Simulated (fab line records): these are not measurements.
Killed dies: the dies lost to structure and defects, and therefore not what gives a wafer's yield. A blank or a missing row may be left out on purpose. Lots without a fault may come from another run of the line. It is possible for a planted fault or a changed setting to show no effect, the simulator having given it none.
A struck lot beside a sound one :: flow rit_cmos :: 32 steps out of a route of 202
Sound: wafers L858.3, L858.4, L858.6. Wafers struck: L864.2, L864.4, L864.5. The cause is given at the end.
Per side, at each step with rows, come the tool, then ch with its chambers, and then its first start. Under that, the readings that differ: sound wafers :: struck wafers :: difference of the means :: sigmas: that difference in standard deviations of wafers without a fault.
alike: words and numbers the same on both sides, and readings whose means are apart by under 2 such deviations; not compared: readings that were withheld, readings missing a value for some wafer, numbers with overlapping values and no deviation given by the record, and bounds like >300 which may hide the same value.
Wherever a step has rows on one side only, a row that says differs or no value, or a row with sigmas, the two part there. Numbers that don't overlap but have no deviation are shown without sigmas and don't part them. A reading missing from all wafers of one side parts the sides only when that side holds two or more wafers.

RIT_NRETRO_TW_MEAS_10:
  struck on film_metro-02, day 3 21:57; sound on film_metro-04, day 2 17:00
  alike: NRETRO_TW
then, 6 steps without rows for these wafers: RIT_PRETRO_HMDS_00 (prime time 60 s); RIT_PRETRO_COAT_01 (resist thk 1300 nm); RIT_PRETRO_SOFTBAKE_02 (time 60 s); RIT_PRETRO_EXPOSE_03 (exposes mask M5, target cd 43700 nm); RIT_PRETRO_PEB_04; RIT_PRETRO_DEVELOP_05 (develop time 68 s).
RIT_PRETRO_OVL_MEAS_06:
  struck on overlay-01, day 3 23:01; sound on overlay-02, day 2 18:04
  alike: PRETRO_OVL
then, 2 steps without rows for these wafers: RIT_PRETRO_HARDBAKE_07 (time 120 s); RIT_PRETRO_IMPLANT_08.
RIT_PRETRO_STRIP_09: strips in O2, time 180 s.
  sound on plasma_asher-03 ch 0,1, day 2 18:32; struck on plasma_asher-04 ch 0,1, day 3 23:26
  alike: drypump_motor_current_A
  not compared: rf_hours_counter_h
RIT_PRETRO_TW_MEAS_10:
  struck on film_metro-02, day 3 23:38; sound on film_metro-02, day 2 18:41
  alike: PRETRO_TW
RIT_GATE_WET_ETCH_00: etches SiO2 in BOE, target depth 56 nm, time 60 s.
  sound on wet_bench-03 ch 2, day 2 18:43; struck on wet_bench-03 ch 1, day 3 23:41
  no value came back on the struck wafers for bath_heat_duty_pct (%), run_length_s (s); on the sound wafers bath_heat_duty_pct (%) reads 2.5 1.6 2.3
reading: model.SiO2_of_FOX2_OXIDATION_00.thk_nm (nm)
sound: 274.8 265.2 266.5
struck: 329.7 331.9 321
difference: +58.7
sigmas: 

reading: model.SiO2_of_ACTIVE_OXIDATION_01.thk_nm (nm)
sound: 0 0 0
struck: 39.72 40.63 40.41
difference: +40.25
sigmas: 
then, 4 steps without rows for these wafers: RIT_GATE_CLEAN_01 (cleans in SC1, time 600 s); RIT_GATE_CLEAN_02 (cleans in dHF, time 30 s); RIT_GATE_CLEAN_03 (cleans in SC2, time 600 s); RIT_GATE_CLEAN_04 (cleans in dHF, time 60 s).
RIT_FOX2_THK_MEAS_91:
  struck on film_metro-01, day 4 00:07; sound on film_metro-03, day 2 19:13
reading: FIELD_OXIDE_LEFT_2_THK (nm)
sound: 263 253 254
struck: 318 320 309
difference: +59
sigmas: +8
then, 9 steps without rows for these wafers: RIT_GATE_OXIDATION_05 (target thk 3 nm, ox time 270 s); RIT_GATE_ANNEAL_06 (time 600 s); RIT_GATE_CVD_08 (deposits poly-Si from SiH4, target thk 250 nm, time 2220 s); RIT_GATE_HMDS_10 (prime time 60 s); RIT_GATE_COAT_11 (resist thk 850 nm); RIT_GATE_SOFTBAKE_12 (time 60 s); RIT_GATE_EXPOSE_13 (exposes mask M6, target cd 150 nm); RIT_GATE_PEB_14; RIT_GATE_DEVELOP_15 (develop time 50 s).
RIT_GATE_CD_MEAS_16: the cd target is 150 nm.
  struck on cd_sem-01, day 4 04:05; sound on cd_sem-01, day 3 00:08
reading: cd_nm (nm)
sound: 154.6 154.6 153.2
struck: 148.0 148.1 146.5
difference: -6.6
sigmas: -3
RIT_GATE_OVL_MEAS_17:
  struck on overlay-01, day 4 04:11; sound on overlay-01, day 3 00:13
  alike: GATE_OVL
then, 1 step without rows for these wafers: RIT_GATE_HARDBAKE_18 (time 60 s).
RIT_GATE_ETCH_19: etches poly-Si in SF6/CHF3/O2, stops on SiO2, time 165 s, target depth 312.5 nm.
  sound on rie_si-01 ch 0,1,2, day 3 00:23; struck on rie_si-01 ch 2,3, day 4 04:27
reading: CHF3_flow_sccm (sccm)
sound: 29.82 29.93 29.83
struck: 29.98 30.17 30.09
difference: +0.22
sigmas: +2

reading: model.SiO2_of_FOX2_OXIDATION_00.thk_nm (nm)
sound: 251.8 242.1 243.7
struck: 306.7 309.1 298.2
difference: +58.8
sigmas: 
  alike: O2_flow_sccm, drypump_motor_current_A, oes_product_au, throttle_valve_pct
  not compared: rf_hours_counter_h
RIT_GATE_STRIP_20: strips in O2, time 180 s.
  sound on plasma_asher-04 ch 0,1, day 3 00:34; struck on plasma_asher-02 ch 0,1, day 4 04:34
  alike: drypump_motor_current_A
  not compared: rf_hours_counter_h

== WHERE THEY PART ==
Last at RIT_GATE_ETCH_19 as far as this record goes, first at RIT_GATE_WET_ETCH_00. Later steps at which nothing parts them and some readings are alike: RIT_GATE_STRIP_20.

WHY: what had been put in by the simulator
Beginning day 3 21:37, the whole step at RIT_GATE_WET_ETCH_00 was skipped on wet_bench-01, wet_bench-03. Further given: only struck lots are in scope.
